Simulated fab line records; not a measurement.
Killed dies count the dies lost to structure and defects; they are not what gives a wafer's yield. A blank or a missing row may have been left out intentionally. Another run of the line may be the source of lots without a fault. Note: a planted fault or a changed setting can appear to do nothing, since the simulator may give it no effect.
A lot that was struck, set against a sound lot + flow rit-cmos + 16 out of 202 route steps
Sound: these wafers, L766.1, L766.3, L766.4. Wafers L773.1, L773.2, L773.6 were the ones struck. The cause comes at the end.
For every step that has rows: the tool of each side, followed by ch and its chambers, followed by its first start. Under that, the readings that differ: sound wafers + struck wafers + difference of the means + sigmas: that difference in standard deviations of wafers without a fault.
alike: readings whose means differ by less than 2 such deviations, and words and numbers that are the same on both sides. not compared: withheld readings, readings that some wafer has no value for, bounds like >300 that may hide the same value, and numbers for which the record gives no deviation and whose values overlap.
Wherever a step has rows on one side only, a row that says differs or no value, or a row with sigmas, the two part there. Numbers that have no deviation but don't overlap get no sigmas and don't part them. A reading missing from all wafers of one side parts the sides only when that side holds two or more wafers.

first, 4 steps without rows for these wafers: RIT_PLDD_SOFTBAKE_02 (time 60 s); RIT_PLDD_EXPOSE_03 (exposes mask M8, target cd 40900 nm); RIT_PLDD_PEB_04; RIT_PLDD_DEVELOP_05 (develop time 50 s).
RIT_PLDD_OVL_MEAS_06:
  sound: overlay-02 at day 5 07:16; struck: overlay-01 at day 6 20:53
  alike: PLDD_OVL
then, 2 steps without rows for these wafers: RIT_PLDD_HARDBAKE_07 (time 60 s); RIT_PLDD_IMPLANT_08.
RIT_PLDD_STRIP_09: strips in O2, time 180 s.
  sound on plasma-asher-03 ch 0,1, day 5 07:35; struck on plasma-asher-03 ch 0,1, day 6 21:13
  alike: drypump-motor-current-A
  not compared: rf-hours-counter-h
RIT_PLDD_TW_MEAS_10:
  sound: film-metro-03 at day 5 07:46; struck: film-metro-03 at day 6 21:23
  alike: PLDD_TW
then, 3 steps without rows for these wafers: RIT_SPACER_CLEAN_00 (cleans in SC1, time 600 s); RIT_SPACER_CLEAN_01 (cleans in dHF, time 30 s); RIT_SPACER_CLEAN_02 (cleans in SC2, time 600 s).
RIT_SPACER_CVD_03: deposits Si3N4 from SiH2Cl2/NH3, target thk 250 nm, time 3300 s.
  sound on lpcvd-01 ch 1, day 5 08:11; struck on lpcvd-01 ch 0, day 6 21:51
| reading                                  | sound             | struck            | difference | sigmas      |
|------------------------------------------|-------------------|-------------------|------------|-------------|
| spike-tc-centre-C (C)                    | 813.5 812.8 810.5 | 932.0 930.7 932.3 | +119.4     | +99 or more |
| spike-tc-load-C (C)                      | 838.6 838.1 838.1 | 959.6 959.3 959.5 | +121.2     | +55         |
| spike-tc-source-C (C)                    | 832.8 832.9 832.7 | 952.3 951.5 950.9 | +118.8     | +54         |
| susceptor-temp-C (C)                     | 810.0 810.1 810.2 | 930.9 931.3 930.8 | +120.9     | +99 or more |
| zone-power-load-pct (%)                  | 23.3 23.4 23.1    | 30.0 29.9 30.2    | +6.8       | +15         |
| zone-power-source-pct (%)                | 19.7 19.4 19.4    | 30.4 30.4 30.7    | +11.0      | +8          |
| model.Si3N4_of_SPACER_CVD_03.thk-nm (nm) | 250.7 252.5 250.1 | 423.2 422.9 423.6 | +172.1     |             |
  alike: nh3-flow-sccm, sih2cl2-flow-sccm
RIT_SPACER_THK_MEAS_04:
  sound: film-metro-03 at day 5 11:04; struck: film-metro-01 at day 6 23:46
| reading                 | sound             | struck            | difference | sigmas |
|-------------------------|-------------------|-------------------|------------|--------|
| SPACER_NITRIDE_THK (nm) | 250.7 252.5 250.4 | 423.4 422.9 423.0 | +171.9     | +72    |
RIT_SPACER_ETCHBACK_05: etches Si3N4 in SF6/CHF3, stops on SiO2, target depth 250 nm, time 240 s.
  sound on rie-diel-04 ch 0,2,3, day 5 11:08; struck on rie-diel-02 ch 1,2, day 6 23:49
| reading                                  | sound             | struck            | difference | sigmas |
|------------------------------------------|-------------------|-------------------|------------|--------|
| oes-product-au (a.u.)                    | 0.841 0.848 0.846 | 0.997 1.023 1.017 | +0.167     | +17    |
| model.Si3N4_of_SPACER_CVD_03.thk-nm (nm) | 197.4 197.4 195.8 | 332.1 329.7 330.7 | +134.0     |        |
| model.etch.depth-nm (nm)                 | 250.7 252.5 250.1 | 311.3 318.8 316.9 | +64.6      |        |
  alike: CHF3_flow_sccm, drypump-motor-current-A, throttle-valve-pct
  not compared: rf-hours-counter-h
RIT_M1_PROBE_99:
  record: rows for the struck wafers here (prober-02, day 7 11:32), none for the sound ones

WHERE THEY PART
Earliest at RIT_SPACER_CVD_03; latest, in this record, at RIT_M1_PROBE_99.

WHY: the cause the simulator had injected
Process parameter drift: lpcvd-01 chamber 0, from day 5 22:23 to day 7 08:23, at RIT_SPACER_CVD_03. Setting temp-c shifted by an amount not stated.
